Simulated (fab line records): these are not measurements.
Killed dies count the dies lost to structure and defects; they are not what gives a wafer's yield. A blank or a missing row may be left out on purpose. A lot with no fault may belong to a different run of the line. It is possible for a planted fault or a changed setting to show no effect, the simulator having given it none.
Matching of chambers + flow berkeley_cmos170 + UCB170_GATE_ETCH_14 on rie_diel-04 has 4 sister chambers
The step etches BARC in N2/H2. 8 wafers are shown with their chamber, then 7 later ones without.

EACH WAFER AND ITS CHAMBER
| wafer  | chamber | throttle_valve_pct (%) | drypump_motor_current_A (A) |
|--------|---------|------------------------|-----------------------------|
| L650.6 | 1       | 13.33                  | 6.3                         |
| L655.1 | 0       | 13.57                  | 5.7                         |
| L655.3 | 2       | 13.38                  | 5.4                         |
| L660.1 | 2       | 13.40                  | 5.4                         |
| L660.3 | 3       | 13.18                  | 5.7                         |
| L660.6 | 1       | 13.34                  | 6.4                         |
| L657.1 | 0       | 13.56                  | 5.7                         |
| L657.3 | 3       | 13.15                  | 5.8                         |

WAFERS WITHOUT THEIR CHAMBER
| wafer  | throttle_valve_pct (%) | drypump_motor_current_A (A) |
|--------|------------------------|-----------------------------|
| L657.4 | 13.40                  | 5.4                         |
| L664.2 | 13.40                  | 5.4                         |
| L664.4 | 13.16                  | 5.8                         |
| L664.5 | 13.34                  | 6.3                         |
| L672.1 | 13.40                  | 5.4                         |
| L672.2 | 13.16                  | 5.7                         |
| L672.5 | 13.57                  | 5.7                         |

WHICH CHAMBER EACH ONE RAN IN
| wafer  | from the rows above | in truth |
|--------|---------------------|----------|
| L657.4 | 2                   | 2        |
| L664.2 | 2                   | 2        |
| L664.4 | 3                   | 3        |
| L664.5 | 1                   | 1        |
| L672.1 | 2                   | 2        |
| L672.2 | 3                   | 3        |
| L672.5 | 0                   | 0        |
Placed correctly: 7 of 7. From these rows, 0 cannot be placed. Placed wrongly: 0.
How it was worked out, from the rows above alone: a wafer's distance from a chamber is the root of the sum, over the readings, of the square of ((its reading less the chamber's mean) divided by the reading's scatter). The wafer belongs to the nearest chamber; if the next one is less than 2 further off, it can't be placed. Each chamber's mean is taken over the wafers shown for it. How the scatter is found: for the shown wafers, subtract from each reading the mean of its chamber, square and add these, divide the total by (wafers less chambers), then take the root.
